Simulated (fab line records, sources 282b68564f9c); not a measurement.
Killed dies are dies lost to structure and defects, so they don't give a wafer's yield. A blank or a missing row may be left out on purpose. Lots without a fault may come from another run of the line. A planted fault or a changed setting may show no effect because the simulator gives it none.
A struck lot beside a sound one | flow rit_cmos | 16 steps out of a route of 202
Sound: wafers L529.2, L529.3, L529.6. Struck: wafer L552.4. (L552.1, L552.3 of the same lot were not struck and are left out.) The cause comes at the end.
At each step with rows: each side's tool, then ch and its chambers, then its first start. Under that, the readings that differ: sound wafers | struck wafers | difference of the means | sigmas: that difference in standard deviations of wafers without a fault.
alike: readings whose means differ by less than 2 such deviations, and words and numbers that are the same on both sides. not compared: withheld readings, readings that some wafer has no value for, bounds like >300 that may hide the same value, and numbers for which the record gives no deviation and whose values overlap.
The two part at a step that has a row with sigmas, a row that says differs or no value, or rows on one side only. Numbers that don't overlap but have no deviation are shown without sigmas and don't part them. A reading that every wafer of one side lacks parts them only if that side has two wafers or more.

first, 1 step without rows for these wafers: RIT_PSD_IMPLANT_08.
RIT_PSD_STRIP_09: strips in O2, time 180 s.
  sound on plasma_asher-01 ch 0,1, day 3 03:44; struck on plasma_asher-04 ch 0, day 7 22:16
  alike: drypump_motor_current_A, o2_flow_sccm
  not compared: rf_hours_counter_h
RIT_PSD_TW_MEAS_10:
  sound on film_metro-04, day 3 03:55; struck on film_metro-03, day 7 22:26
  alike: PSD_TW
then, 3 steps without rows for these wafers: RIT_SDANNEAL_CLEAN_00 (cleans in SC1, time 600 s); RIT_SDANNEAL_CLEAN_01 (cleans in dHF, time 30 s); RIT_SDANNEAL_CLEAN_02 (cleans in SC2, time 600 s).
RIT_SDANNEAL_RTA_03: time 5 s.
  sound on rtp_anneal-02 ch 0, day 3 04:21; struck on rtp_anneal-01 ch 0, day 7 22:52
  alike: anneal_temp_c_max, wafer_temp_C_max
RIT_SDANNEAL_RS_MEAS_04: measures by four-point-probe.
  sound on film_metro-04, day 3 04:25; struck on film_metro-02, day 7 22:55
  alike: PSD_RS
RIT_SDANNEAL_RS_MEAS_05: measures by four-point-probe.
  sound on film_metro-04, day 3 04:32; struck on film_metro-02, day 7 23:02
  alike: NSD_RS
RIT_SDANNEAL_RS_MEAS_06: measures by four-point-probe.
  sound on film_metro-04, day 3 04:40; struck on film_metro-02, day 7 23:10
  alike: PLDD_RS
RIT_SDANNEAL_RS_MEAS_07: measures by four-point-probe.
  sound on film_metro-04, day 3 04:47; struck on film_metro-02, day 7 23:17
  alike: NLDD_RS
then, 1 step without rows for these wafers: RIT_SILICIDE_WET_ETCH_00 (etches SiO2 in BOE, target depth 14 nm, time 15 s).
RIT_SILICIDE_SPUTTER_01: material Ti, target thk 30 nm, time 240 s.
  sound on pvd_sputter-03, day 3 04:53; struck on pvd_sputter-03, day 7 23:25
  reading                                     | sound                | struck | difference | sigmas
  chamber_pressure_pa (Pa)                    | 0.6663 0.6680 0.6663 | 0.6163 | -0.0506    | -39
  model.Ti_of_SILICIDE_SPUTTER_01.thk_nm (nm) | 29.1 29.33 29.26     | 30.03  | +0.80      |
  alike: substrate_temp_c, throttle_valve_pct
RIT_SILICIDE_RS_MEAS_02: measures by four-point-probe.
  sound on film_metro-01, day 3 05:04; struck on film_metro-01, day 7 23:34
  reading                 | sound          | struck | difference | sigmas
  SILICIDE_TI_RS (ohm/sq) | 49.7 49.3 49.5 | 41.6   | -7.9       | -14
RIT_SILICIDE_THK_MEAS_03: measures by xrf.
  sound on film_metro-01, day 3 05:10; struck on film_metro-01, day 7 23:41
  reading              | sound          | struck | difference | sigmas
  SILICIDE_TI_THK (nm) | 28.8 28.8 28.8 | 29.8   | +1.0       | +3
RIT_M1_PROBE_99:
  sound on prober-01, day 3 11:57; struck on prober-02, day 8 06:29
  reading                          | sound             | struck | difference | sigmas
  killed_at_contacts               | 1 0 1             | 0      | -1         | -2
  model.etest.npoly_line.rs_ohm_sq | 17.38 17.34 17.26 | 17.05  | -0.28      |
  model.etest.npoly_sal.rs_ohm_sq  | 4.494 4.414 4.41  | 4.306  | -0.133     |
  model.etest.ppoly_sal.rs_ohm_sq  | 4.481 4.394 4.399 | 4.284  | -0.141     |
  model.etest.pplus_sal.rs_ohm_sq  | 4.429 4.41 4.386  | 4.281  | -0.127     |
  model.etest.nplus_sal.rs_ohm_sq  | 4.402 4.448 4.384 | 4.243  | -0.168     |
  alike: killed_at_front_end, killed_dies, killed_open, killed_short
  not compared: model.etest.ppoly_line.rs_ohm_sq

WHERE THEY PART
First at RIT_SILICIDE_SPUTTER_01; last, within this record, at RIT_M1_PROBE_99.

WHY: what the simulator had put in
Process parameter drift: pvd_sputter-03, from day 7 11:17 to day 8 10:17, at RIT_SILICIDE_SPUTTER_01. Setting chamber_pressure_pa, moved by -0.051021, from 0.667. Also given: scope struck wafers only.
